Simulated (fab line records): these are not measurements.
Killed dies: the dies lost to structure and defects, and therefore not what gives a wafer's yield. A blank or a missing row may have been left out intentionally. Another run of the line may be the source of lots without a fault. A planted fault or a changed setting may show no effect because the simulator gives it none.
A lot that was struck, set against a sound lot    flow ritCmos    28 out of 202 route steps
Sound: these wafers, L723.1, L723.2, L723.4. Wafers L716.2, L716.3, L716.5 were the ones struck. Last of all comes the cause.
Each step with rows lists, per side, the tool, then ch with its chambers, then its first start. Under that, the readings that differ: sound wafers    struck wafers    difference of the means    sigmas: that difference in standard deviations of wafers without a fault.
alike: words and numbers the same on both sides, and readings whose means are apart by under 2 such deviations; not compared: readings that were withheld, readings missing a value for some wafer, numbers with overlapping values and no deviation given by the record, and bounds like >300 which may hide the same value.
The two part at a step that has a row with sigmas, a row that says differs or no value, or rows on one side only. When numbers do not overlap yet have no deviation, they are printed without sigmas and do not part them. Lack of a reading on every wafer of one side parts them only where that side has two or more wafers.

RIT_ACTIVE_BOW_MEAS_00:
  sound on filmMetro-01 at day 4 23:00; struck on filmMetro-02 at day 3 12:01
  alike: INCOMING_BOW
RIT_ACTIVE_OXIDATION_01: target thk 46.8 nm, ox time 3360 s.
  sound on furnace-01 ch 0, day 4 23:07; struck on furnace-04 ch 0, day 3 15:08
  alike: spikeTcLoadC, zonePowerCentrePct
RIT_ACTIVE_THK_MEAS_02:
  sound on filmMetro-03 at day 5 01:03; struck on filmMetro-02 at day 3 17:04
reading                sound           struck          difference  sigmas
ACTIVE_OXIDE_THK (nm)  42.4 43.0 43.0  68.3 66.5 66.9  +24.4       +24
then, 1 step without rows for these wafers: RIT_ACTIVE_CVD_03 (deposits Si3N4 from SiH2Cl2/NH3, target thk 150 nm, time 1500 s).
RIT_ACTIVE_THK_MEAS_04:
  sound on filmMetro-01 at day 5 02:32; struck on filmMetro-02 at day 3 18:33
  alike: ACTIVE_NITRIDE_THK
then, 6 steps without rows for these wafers: RIT_ACTIVE_HMDS_05 (prime time 60 s); RIT_ACTIVE_COAT_06 (resist thk 1000 nm); RIT_ACTIVE_SOFTBAKE_07 (time 60 s); RIT_ACTIVE_EXPOSE_08 (exposes mask M1, target cd 1400 nm); RIT_ACTIVE_PEB_09; RIT_ACTIVE_DEVELOP_10 (develop time 50 s).
RIT_ACTIVE_CD_MEAS_11 targets a cd of 1400 nm.
  sound on cdSem-02 at day 5 03:26; struck on cdSem-02 at day 3 19:41
  alike: cdNm
then, 1 step without rows for these wafers: RIT_ACTIVE_HARDBAKE_12 (time 60 s).
RIT_ACTIVE_ETCH_13: etches Si3N4 in SF6, stops on SiO2, time 210 s, target depth 210 nm.
  sound on rieDiel-04 ch 0,1,2, day 5 03:43; struck on rieDiel-04 ch 0,3, day 3 19:59
reading                                       sound             struck            difference  sigmas
model.SiO2_of_ACTIVE_OXIDATION_01.thkNm (nm)  42.33 41.62 43.1  68.32 65.07 65.4  +23.91      
  alike: drypumpMotorCurrentA, oesProductAu, throttleValvePct
  not compared: rfHoursCounterH
RIT_ACTIVE_STRIP_14: strips in O2, time 180 s.
  sound on plasmaAsher-04 ch 0,1, day 5 03:50; struck on plasmaAsher-03 ch 0,1, day 3 20:07
  alike: drypumpMotorCurrentA
  not compared: rfHoursCounterH
RIT_ACTIVE_CD_MEAS_90 targets a cd of 1400 nm.
  sound on cdSem-01 at day 5 04:01; struck on cdSem-01 at day 3 20:19
  alike: cdNm
then, 4 steps without rows for these wafers: RIT_ACTIVE_CLEAN_15 (cleans in SC1, time 600 s); RIT_ACTIVE_CLEAN_16 (cleans in dHF, time 30 s); RIT_ACTIVE_CLEAN_17 (cleans in SC2, time 600 s); RIT_FOX1_OXIDATION_00 (target thk 350.7 nm, ox time 1130 s).
RIT_FOX1_THK_MEAS_01:
  sound on filmMetro-04 at day 5 06:02; struck on filmMetro-04 at day 3 22:43
  alike: FOX1_OXIDE_THK
then, 2 steps without rows for these wafers: RIT_FOX1_WET_ETCH_02 (etches SiO2 in BOE, target depth 350 nm, time 390 s); RIT_FOX2_OXIDATION_00 (target thk 350.7 nm, ox time 1181 s).
RIT_FOX2_THK_MEAS_01:
  sound on filmMetro-03 at day 5 07:32; struck on filmMetro-04 at day 4 01:22
  alike: FOX2_OXIDE_THK
then, 1 step without rows for these wafers: RIT_FOX2_CLEAN_02 (cleans in dHF, time 180 s).
RIT_FOX2_WET_ETCH_03: etches Si3N4 in H3PO4, target depth 195 nm, time 2700 s.
  sound on wetBench-01 ch 3, day 5 07:39; struck on wetBench-03 ch 2, day 4 01:38
reading                                       sound              struck             difference  sigmas
model.SiO2_of_ACTIVE_OXIDATION_01.thkNm (nm)  37.59 36.97 38.28  60.35 57.46 57.72  +20.90      
  alike: tempC
RIT_FOX2_THK_MEAS_90:
  sound on filmMetro-03 at day 5 08:25; struck on filmMetro-04 at day 4 02:25
  alike: FIELD_OXIDE_LEFT_1_THK
RIT_M1_PROBE_99:
  sound on prober-02 at day 6 23:14; struck on prober-01 at day 5 23:11
  alike: killed_at_M0_to_M3, killedAtContacts, killedAtFrontEnd, killedDies, killedOpen, killedShort

## WHERE THEY PART
At RIT_ACTIVE_THK_MEAS_02 and nowhere else, as far as this record goes. Later steps at which nothing parts them and some readings are alike: RIT_ACTIVE_THK_MEAS_04, RIT_ACTIVE_CD_MEAS_11, RIT_ACTIVE_ETCH_13, RIT_ACTIVE_STRIP_14, RIT_ACTIVE_CD_MEAS_90, RIT_FOX1_THK_MEAS_01, RIT_FOX2_THK_MEAS_01, RIT_FOX2_WET_ETCH_03, RIT_FOX2_THK_MEAS_90, RIT_M1_PROBE_99.

WHY: whatever the simulator had introduced
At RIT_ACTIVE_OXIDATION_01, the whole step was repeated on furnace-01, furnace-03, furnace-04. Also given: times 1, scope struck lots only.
